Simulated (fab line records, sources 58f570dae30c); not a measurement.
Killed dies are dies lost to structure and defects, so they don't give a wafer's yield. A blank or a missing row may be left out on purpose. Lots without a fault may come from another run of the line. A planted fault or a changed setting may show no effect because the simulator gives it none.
Chamber matching | flow berkeley_cmos170 | UCB170_PWELL_ETCH_14 on rie_diel-01: 4 sister chambers
The step etches Si3N4 in CH3F/Ar/O2, stops on SiO2, target depth 242 nm, time 151 s. 4 wafers are shown with their chamber, then 7 later ones without.

WAFERS WITH THEIR CHAMBER
wafer  | chamber | throttle_valve_pct (%)
L868.2 | 3       | 7.91
L868.4 | 0       | 8.11
L870.2 | 2       | 7.99
L870.5 | 1       | 8.23

WAFERS WITHOUT THEIR CHAMBER
wafer  | throttle_valve_pct (%)
L870.6 | 8.10
L873.1 | 7.93
L873.2 | 8.22
L873.6 | 8.24
L874.1 | 8.23
L874.4 | 8.00
L874.5 | 8.02

WHICH CHAMBER EACH WENT THROUGH
wafer  | from the rows above | in truth
L870.6 | 0                   | 0
L873.1 | 3                   | 3
L873.2 | 1                   | 1
L873.6 | 1                   | 1
L874.1 | 1                   | 1
L874.4 | 2                   | 2
L874.5 | 2                   | 2
Placed correctly: 7 of 7. Can't be placed from these rows: 0. Placed wrongly: 0.
How it was worked out, from the rows above alone: a wafer's distance from a chamber is the root of the sum, over the readings, of the square of ((its reading less the chamber's mean) divided by the reading's scatter). The wafer belongs to the nearest chamber; if the next one is less than 2 further off, it can't be placed. A chamber's mean is the mean of its shown wafers. The scatter: with one shown wafer a chamber, the root of the mean of the squares of how far each hidden wafer lies from its nearest shown one.
